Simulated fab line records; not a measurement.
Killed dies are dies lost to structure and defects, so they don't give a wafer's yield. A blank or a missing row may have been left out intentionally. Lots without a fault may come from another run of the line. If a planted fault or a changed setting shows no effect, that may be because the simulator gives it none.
fab line records	flow rit_cmos
record lots=7	wafers=21	last_day=7
route steps=202 shown ACTIVE@1 M1@202
lots with no fault: from the same line, run without faults
start_h: the number of hours between the record's first day and the start of the first shown wafer of the lot	wait_h: hours from the lot's prior step to this one	" same as the row above	L1.1+2: one row covering several wafers at once	- value missing, or start not given	* or withheld: withheld	< > ~ a bound
route shown NAME@n: a module of which the file shows steps, and the number in the route of the first	usual: average and standard deviation across the fault-free wafers	same: alike in all rows	chamber/n: place in a boat	sites: each site's reading	_std_site: standard deviation across them	_edge_site: the outer-site mean with the inner-site mean subtracted	radius_mm: for every site, how far away it sits from the centre of the wafer	mask NAME#n: copy n	behind: the tool/chamber that last shaped the wafer	hold: why the lot went on hold/how many hours it stayed there/how the hold came to an end	device: transistor that didn't switch, given as n, p or np	end of line: tests of these same wafers at the route's end	step lacking rows: just its recipe	killed: dies lost to structure and defects at the first sort, not the wafer's yield	map: the dies of a wafer, with x for killed, . for not killed, _ for no die there
set.NAME: the setting that was run; set.NAME@STEP: the one run at that earlier step	model.NAME: the simulator's own value behind a step, which no gauge read
lots at selected steps of the route; one table per step, one row per wafer
services: from which hour (start_h, from the record's first day; less than 0 if before it) a tool's chamber was out of use, for how many hours, and why
## steps
# step RIT_ACTIVE_BOW_MEAS_00
# recipe mode=bow
# usual INCOMING_BOW=-1/6.6
lot.wafer	tool	chamber	start_h	wait_h	INCOMING_BOW[um]
L565.1	film_metro-01	-	30.00	-	-8
L565.2	"	-	"	"	-7
L565.6	"	-	"	"	6
L568.3	film_metro-02	-	45.04	-	-3
L568.4	"	-	"	"	-13
L568.6	"	-	"	"	-2
L574.3	film_metro-01	-	75.04	-	2
L574.4	"	-	"	"	-2
L574.6	"	-	"	"	-4
L575.1	film_metro-01	-	80.00	-	-13
L575.4	"	-	"	"	-9
L575.6	"	-	"	"	4
L576.1	film_metro-04	-	85.00	-	-1
L576.4	"	-	"	"	-2
L576.6	"	-	"	"	5
L583.1	film_metro-04	-	120.00	-	4
L583.3	"	-	"	"	-5
L583.6	"	-	"	"	-1
L584.3	film_metro-01	-	125.04	-	4
L584.4	"	-	"	"	8
L584.5	"	-	"	"	3
# step RIT_ACTIVE_OXIDATION_01
# recipe temp_c=1000	ambient=O2	target_thk_a=468	ox_time_s=3200
# step RIT_ACTIVE_THK_MEAS_02
# recipe reads=SiO2_of_ACTIVE_OXIDATION_01
# usual ACTIVE_OXIDE_THK=44.9/0.75
lot.wafer	tool	chamber	start_h	wait_h	ACTIVE_OXIDE_THK[nm]
L565.1	film_metro-04	-	32.05	0.0	45.3
L565.2	"	-	"	"	45.4
L565.6	"	-	"	"	45.8
L568.3	film_metro-02	-	47.07	0.0	44.3
L568.4	"	-	"	"	45.1
L568.6	"	-	"	"	44.8
L574.3	film_metro-02	-	77.07	0.0	44.2
L574.4	"	-	"	"	44.1
L574.6	"	-	"	"	43.6
L575.1	film_metro-02	-	82.05	0.0	44.8
L575.4	"	-	"	"	44.4
L575.6	"	-	"	"	44.2
L576.1	film_metro-02	-	87.05	0.0	45.8
L576.4	"	-	"	"	45.6
L576.6	"	-	"	"	45.5
L583.1	film_metro-02	-	122.11	0.0	44.8
L583.3	"	-	"	"	44.8
L583.6	"	-	"	"	45.5
L584.3	film_metro-01	-	129.50	0.0	43.5
L584.4	"	-	"	"	43.8
L584.5	"	-	"	"	43.6
# step RIT_ACTIVE_CVD_03
# recipe material=Si3N4	target_thk_nm=150	temp_c=810	precursor=SiH2Cl2/NH3	time_s=1500	pressure_mtorr=300	sih2cl2_flow_sccm=60	nh3_flow_sccm=150
# usual nh3_flow_sccm=150.0/0.39	pressure_mtorr=300.0/0.65	zone_power_source_pct=20.6/1.2
lot.wafer	tool	chamber	start_h	wait_h	nh3_flow_sccm	pressure_mtorr	zone_power_source_pct
L565.1	lpcvd-02	0	32.11	0.1	149.6	298.3	19.7
L565.2	"	0	"	"	150.1	299.9	19.7
L565.6	"	0	"	"	149.9	299.9	20.4
L568.3	lpcvd-02	0	47.11	0.0	150.2	299.0	20.1
L568.4	"	0	"	"	149.9	298.8	19.6
L568.6	"	0	"	"	149.6	300.0	19.9
L574.3	lpcvd-01	0	77.11	0.0	-	-	-
L574.4	"	0	"	"	-	-	-
L574.6	"	0	"	"	-	-	-
L575.1	lpcvd-02	1	82.11	0.1	-	-	-
L575.4	"	1	"	"	-	-	-
L575.6	"	1	"	"	-	-	-
L576.1	lpcvd-02	1	87.11	0.1	-	-	-
L576.4	"	1	"	"	-	-	-
L576.6	"	1	"	"	-	-	-
L583.1	lpcvd-02	1	122.17	0.1	149.7	301.1	22.5
L583.3	"	1	"	"	150.7	300.9	22.5
L583.6	"	1	"	"	150.0	300.2	22.5
L584.3	lpcvd-01	0	129.54	0.0	150.2	301.0	19.7
L584.4	"	0	"	"	150.3	300.4	19.9
L584.5	"	0	"	"	149.7	300.6	20.1
# step RIT_ACTIVE_HMDS_05
# recipe prime_time_s=60	prime_temp_c=140
# step RIT_ACTIVE_COAT_06
# recipe resist=NOVOLAK	spin_rpm=3250	resist_thk_nm=1000
# step RIT_ACTIVE_SOFTBAKE_07
# recipe resist=NOVOLAK	temp_c=90	time_s=60
# step RIT_ACTIVE_EXPOSE_08
# recipe mask_id=M1	na=0.6	source_shape=conventional	sigma_outer=0.6	target_cd_nm=1400	dose_mj=225
# step RIT_ACTIVE_PEB_09
# recipe resist=NOVOLAK	temp_c=withheld	time_s=withheld
# step RIT_ACTIVE_DEVELOP_10
# recipe resist=NOVOLAK	develop_time_s=51	dev_temp_c=23
# step RIT_ACTIVE_CD_MEAS_11
# recipe target_cd_nm=1400
# usual cd_nm=1399.5/2.4
lot.wafer	tool	chamber	start_h	wait_h	cd_nm
L565.1	cd_sem-02	-	34.44	-	1401.3
L565.2	"	-	"	"	1402.2
L565.6	"	-	"	"	1403.6
L568.3	cd_sem-02	-	49.60	-	1404.3
L568.4	"	-	"	"	1401.4
L568.6	"	-	"	"	1401.5
L574.3	cd_sem-02	-	79.48	-	1399.6
L574.4	"	-	"	"	1399.5
L574.6	"	-	"	"	1396.6
L575.1	cd_sem-01	-	84.44	-	1401.7
L575.4	"	-	"	"	1399.6
L575.6	"	-	"	"	1400.1
L576.1	cd_sem-01	-	89.56	-	1397.9
L576.4	"	-	"	"	1397.8
L576.6	"	-	"	"	1398.2
L583.1	cd_sem-01	-	124.49	-	1400.1
L583.3	"	-	"	"	1400.2
L583.6	"	-	"	"	1399.4
L584.3	cd_sem-02	-	132.74	-	1400.6
L584.4	"	-	"	"	1401.9
L584.5	"	-	"	"	1401.6
# step RIT_ACTIVE_HARDBAKE_12
# recipe resist=NOVOLAK	temp_c=140	time_s=60
# step RIT_ACTIVE_ETCH_13
# recipe stop_on=SiO2	chemistry=SF6	target=Si3N4	time_s=210	over_etch_frac=0.4	SF6_flow_sccm=200	pressure_mtorr=260	rf_w=125	target_depth_a=2100
# usual drypump_motor_current_A=5.9/0.62	oes_product_au=0.819/0.01	throttle_valve_pct=7.47/0.11
# same over_etch_frac=0.4
lot.wafer	tool	chamber	start_h	wait_h	drypump_motor_current_A	oes_product_au	rf_hours_counter_h	throttle_valve_pct	model.ACTIVE.feature_depth_nm	model.etch.depth_nm
L565.1	rie_diel-03	2	34.71	0.1	5.6	0.820	118	7.50	149.9	149.9
L565.2	"	1	"	"	5.3	0.799	67	7.56	153.1	151.1
L565.6	"	2	"	"	5.6	0.817	-	7.49	150.6	150.6
L568.3	rie_diel-01	2	49.83	0.1	6.4	0.820	6	7.46	150.3	149.3
L568.4	"	3	"	"	4.8	0.822	80	7.32	149	148.5
L568.6	"	2	"	"	6.4	0.829	-	7.46	150.5	149.5
L574.3	rie_diel-03	1	79.97	0.1	5.3	0.803	68	7.58	152	150
L574.4	"	2	"	"	5.6	0.828	119	7.50	150	150
L574.6	"	3	"	"	6.6	0.815	-	7.38	150	150
L575.1	rie_diel-04	0	84.71	0.1	6.5	0.828	108	7.56	150	150
L575.4	"	3	"	"	6.7	0.821	61	7.74	151.7	150
L575.6	"	3	"	"	6.7	0.819	-	7.74	151.7	150
L576.1	rie_diel-03	0	89.83	0.1	5.5	0.823	66	7.48	150.5	150
L576.4	"	3	"	"	6.5	0.813	108	7.38	150	150
L576.6	"	1	"	"	5.3	0.794	-	7.57	152	150
L583.1	rie_diel-01	0	124.76	0.1	6.4	0.823	7	7.34	147.2	147.2
L583.3	"	2	"	"	6.4	0.825	7	7.46	149.8	148.8
L583.6	"	2	"	"	6.4	0.817	-	7.46	150.9	149.9
L584.3	rie_diel-01	2	132.97	0.1	6.4	0.827	8	7.46	152.6	151.6
L584.4	"	3	"	"	4.8	0.825	82	7.31	151.7	151.2
L584.5	"	0	"	"	6.4	0.836	-	7.36	151.4	151.4
# step RIT_ACTIVE_STRIP_14
# recipe chemistry=O2	time_s=180	resist=NOVOLAK	platen_temp_c=withheld	power_w=500	pressure_mtorr=4000	o2_flow_sccm=4000
# usual drypump_motor_current_A=5.5/0.34	rf_refl_power_W=7.6/0.81
lot.wafer	tool	chamber	start_h	wait_h	drypump_motor_current_A	rf_hours_counter_h	rf_refl_power_W
L565.1	plasma_asher-03	0	34.84	0.1	5.0	39	7.1
L565.2	"	1	"	"	5.8	39	7.7
L565.6	"	0	"	"	5.0	-	7.1
L568.3	plasma_asher-04	1	50.03	0.1	5.3	-	7.4
L568.4	"	0	"	"	5.7	-	8.2
L568.6	"	1	"	"	5.3	-	7.4
L574.3	plasma_asher-03	1	80.16	0.1	5.8	-	7.3
L574.4	"	0	"	"	5.0	-	6.8
L574.6	"	1	"	"	5.8	-	7.5
L575.1	plasma_asher-04	0	84.84	0.1	5.8	29	8.3
L575.4	"	0	"	"	5.8	-	8.0
L575.6	"	0	"	"	5.7	-	8.2
L576.1	plasma_asher-04	1	89.97	0.1	5.3	30	7.2
L576.4	"	1	"	"	5.3	-	7.6
L576.6	"	1	"	"	5.3	-	7.5
L583.1	plasma_asher-02	0	124.90	0.1	6.0	48	9.4
L583.3	"	0	"	"	5.9	-	9.7
L583.6	"	1	"	"	5.8	-	6.5
L584.3	plasma_asher-02	0	133.16	0.1	6.0	-	9.6
L584.4	"	1	"	"	5.7	-	7.0
L584.5	"	1	"	"	5.7	-	7.6
# step RIT_ACTIVE_CD_MEAS_90
# recipe target_cd_nm=1400
# usual cd_nm=1399.5/2.4
lot.wafer	tool	chamber	start_h	wait_h	cd_nm
L565.1	cd_sem-01	-	35.02	0.1	1401.2
L565.2	"	-	"	"	1402.4
L565.6	"	-	"	"	1403.5
L568.3	cd_sem-01	-	50.18	0.1	1404.2
L568.4	"	-	"	"	1401.4
L568.6	"	-	"	"	1400.8
L574.3	cd_sem-01	-	80.32	0.1	-
L574.4	"	-	"	"	-
L574.6	"	-	"	"	-
L575.1	cd_sem-02	-	85.02	0.1	-
L575.4	"	-	"	"	-
L575.6	"	-	"	"	-
L576.1	cd_sem-01	-	90.14	0.1	-
L576.4	"	-	"	"	-
L576.6	"	-	"	"	-
L583.1	cd_sem-01	-	125.07	0.1	1399.7
L583.3	"	-	"	"	1400.1
L583.6	"	-	"	"	1399.8
L584.3	cd_sem-01	-	133.32	0.1	1400.3
L584.4	"	-	"	"	1401.8
L584.5	"	-	"	"	1401.7
# step RIT_ACTIVE_CLEAN_15
# recipe chemistry=SC1	mix=3:3:50	time_s=600	temp_c=75
# step RIT_M1_PROBE_99
# usual killed_at_M0_to_M3=0.0/0.17	killed_at_contacts=0.1/0.34	killed_at_front_end=7/3	killed_dies=7/3.1	killed_on_rim=1.7/1.3	killed_open=3.4/1.9	killed_short=3.4/2.1
# same gross_dies=264	killed_at_M4_up=0	killed_at_back_side=0	killed_at_other=0
lot.wafer	tool	chamber	start_h	wait_h	killed_at_M0_to_M3	killed_at_contacts	killed_at_front_end	killed_dies	killed_on_rim	killed_open	killed_short
L565.1	prober-02	-	81.38	0.1	0	0	4	4	1	3	1
L565.2	prober-02	-	81.43	0.1	0	0	5	5	2	2	3
L565.6	prober-02	-	81.63	0.2	0	0	6	6	0	3	3
L568.3	prober-01	-	95.29	0.2	0	0	12	12	2	6	6
L568.4	prober-01	-	95.34	0.2	0	1	4	5	2	3	2
L568.6	prober-01	-	95.44	0.2	0	0	9	9	0	4	5
L574.3	prober-01	-	126.21	0.2	0	0	264	264	70	0	1
L574.4	prober-01	-	126.26	0.2	0	0	264	264	70	0	0
L574.6	prober-01	-	126.36	0.2	0	0	264	264	70	0	0
L575.1	prober-02	-	129.86	0.1	0	1	263	264	70	1	1
L575.4	prober-02	-	130.01	0.2	1	0	263	264	70	1	0
L575.6	prober-02	-	130.11	0.2	0	0	264	264	70	0	2
L576.1	prober-01	-	132.24	0.1	0	0	264	264	70	0	1
L576.4	prober-01	-	132.39	0.2	0	0	264	264	70	0	1
L576.6	prober-01	-	132.49	0.2	0	1	263	264	70	1	4
L583.1	prober-01	-	170.98	0.1	0	0	3	3	1	0	3
L583.3	prober-01	-	171.08	0.2	0	0	10	10	3	6	4
L583.6	prober-01	-	171.23	0.2	0	0	7	7	2	1	4
L584.3	prober-02	-	175.88	0.2	0	0	7	7	3	3	4
L584.4	prober-02	-	175.93	0.2	0	0	10	10	3	3	6
L584.5	prober-02	-	175.98	0.2	0	0	5	5	2	1	4
# killed by level:class
L565.1 FOX1:geometric_particle:short=1 FOX1:geometric_particle:open=1 REOX:geometric_particle:open=1 SILICIDE:geometric_particle:open=1
L565.2 GATE:geometric_particle:short=2 FOX2:geometric_particle:open=1 SPACER:geometric_particle:short=1 SPACER:geometric_particle:open=1
L565.6 FOX2:geometric_particle:open=1 FOX2:geometric_particle:short=1 REOX:geometric_particle:open=1 REOX:geometric_particle:short=1 SPACER:geometric_particle:short=1 SPACER:geometric_particle:open=1
L568.3 FOX1:geometric_particle:short=2 GATE:geometric_particle:short=2 REOX:geometric_particle:open=2 SPACER:geometric_particle:open=2 SILICIDE:geometric_particle:open=2 FOX2:geometric_particle:short=1 REOX:geometric_particle:short=1
L568.4 GATE:geometric_particle:open=2 GATE:geometric_particle:short=1 SILICIDE:geometric_particle:short=1 CONTACT:geometric_particle:open=1
L568.6 SILICIDE:geometric_particle:short=3 REOX:geometric_particle:open=2 FOX2:geometric_particle:open=1 GATE:geometric_particle:open=1 REOX:geometric_particle:short=1 SPACER:geometric_particle:short=1
L574.3 ACTIVE:lost_pattern=262 REOX:geometric_particle:short=1 GATE:area_expose=1
L574.4 ACTIVE:lost_pattern=263 NLDD:area_expose=1
L574.6 ACTIVE:lost_pattern=261 NWELL:area_expose=1 NLDD:area_expose=1 ACTIVE:area_cvd=1
L575.1 ACTIVE:lost_pattern=261 FOX2:geometric_particle:short=1 GATE:geometric_particle:open=1 CONTACT:area_expose=1
L575.4 ACTIVE:lost_pattern=260 SILICIDE:geometric_particle:open=1 PRETRO:area_expose=1 M1:area_expose=1 ACTIVE:area_etch=1
L575.6 ACTIVE:lost_pattern=262 FOX1:geometric_particle:short=1 FOX2:geometric_particle:short=1
L576.1 ACTIVE:lost_pattern=263 GATE:geometric_particle:short=1
L576.4 ACTIVE:lost_pattern=260 GATE:geometric_particle:short=1 NSD:area_expose=1 ACTIVE:area_cvd=1 PRETRO:area_expose=1
L576.6 ACTIVE:lost_pattern=257 FOX2:geometric_particle:open=1 GATE:geometric_particle:short=1 REOX:geometric_particle:short=1 SPACER:geometric_particle:short=1 SILICIDE:geometric_particle:short=1 CONTACT:area_expose=1 PSD:area_expose=1
L583.1 SPACER:geometric_particle:short=2 SILICIDE:geometric_particle:short=1
L583.3 SILICIDE:geometric_particle:open=4 SILICIDE:geometric_particle:short=3 GATE:geometric_particle:open=1 SPACER:geometric_particle:open=1 SPACER:geometric_particle:short=1
L583.6 SPACER:geometric_particle:short=2 PWELL:coat_microbubble_printed=2 GATE:geometric_particle:open=1 GATE:geometric_particle:short=1 REOX:geometric_particle:short=1
L584.3 SPACER:geometric_particle:short=2 FOX1:geometric_particle:open=1 FOX1:geometric_particle:short=1 GATE:geometric_particle:open=1 GATE:geometric_particle:short=1 SPACER:geometric_particle:open=1
L584.4 GATE:geometric_particle:short=2 SPACER:geometric_particle:short=2 FOX1:geometric_particle:open=1 FOX1:geometric_particle:short=1 FOX2:geometric_particle:short=1 GATE:geometric_particle:open=1 SILICIDE:geometric_particle:open=1 PSD:coat_microbubble_printed=1
L584.5 FOX1:geometric_particle:short=1 GATE:geometric_particle:short=1 REOX:geometric_particle:short=1 SPACER:geometric_particle:short=1 SPACER:geometric_particle:open=1
# map L574.3 (x killed, . not)
________xxxxxxx_______
_____xxxxxxxxxxxxx____
____xxxxxxxxxxxxxxx___
___xxxxxxxxxxxxxxxxx__
__xxxxxxxxxxxxxxxxxxx_
__xxxxxxxxxxxxxxxxxxx_
_xxxxxxxxxxxxxxxxxxxxx
_xxxxxxxxxxxxxxxxxxxxx
_xxxxxxxxxxxxxxxxxxxxx
_xxxxxxxxxxxxxxxxxxxxx
__xxxxxxxxxxxxxxxxxxx_
__xxxxxxxxxxxxxxxxxxx_
___xxxxxxxxxxxxxxxxx__
____xxxxxxxxxxxxxxx___
_____xxxxxxxxxxxxx____
________xxxxxxx_______
# map L575.1 (x killed, . not)
________xxxxxxx_______
_____xxxxxxxxxxxxx____
____xxxxxxxxxxxxxxx___
___xxxxxxxxxxxxxxxxx__
__xxxxxxxxxxxxxxxxxxx_
__xxxxxxxxxxxxxxxxxxx_
_xxxxxxxxxxxxxxxxxxxxx
_xxxxxxxxxxxxxxxxxxxxx
_xxxxxxxxxxxxxxxxxxxxx
_xxxxxxxxxxxxxxxxxxxxx
__xxxxxxxxxxxxxxxxxxx_
__xxxxxxxxxxxxxxxxxxx_
___xxxxxxxxxxxxxxxxx__
____xxxxxxxxxxxxxxx___
_____xxxxxxxxxxxxx____
________xxxxxxx_______
## services
tool	chamber	start_h	hours	kind
rie_diel-01	2	12.85	1.7	repair
rie_diel-04	0	24.03	4.2	repair
plasma_asher-02	-	30.99	2.8	pm
rie_diel-03	0	38.68	1.7	repair
rie_diel-04	1	74.75	5.0	repair
plasma_asher-04	-	130.92	14.6	repair
## key
first_sign step=RIT_ACTIVE_CVD_03	reading=tool_record	direction=missing
effect step=RIT_ACTIVE_CD_MEAS_90	reading=cd_nm	direction=missing
effect step=RIT_M1_PROBE_99	reading=killed_at_front_end	direction=up	sigmas=84	usual=7	struck=264
model_effect step=RIT_ACTIVE_ETCH_13	value=ACTIVE.feature_depth_nm	without=152	struck=150.9
met_at RIT_ACTIVE_CVD_03
struck_wafers L574.3,L574.4,L574.6,L575.1,L575.4,L575.6,L576.1,L576.4,L576.6
later_rows_left_out L574.3,L574.4,L574.6,L575.1,L575.4,L575.6,L576.1,L576.4,L576.6
tester_left_out L574,L575,L576
onset_between 47.11 77.11
fault kind=skipped_step_whole	tool=lpcvd-01,lpcvd-02	chamber=-	onset_h=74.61	steps=RIT_ACTIVE_CVD_03	scope=struck_lots_only
# tester_left_out: of these lots the tester's yield and bins aren't shown, on N5 and GAA mostly nor the transistor test; their killed dies are dies lost to structure and defects alone, not to doping, threshold or leakage, so they don't give the yield
# later_rows_left_out: the simulator's readings of these wafers behind a module that went badly wrong aren't trusted and aren't shown, but for the sort
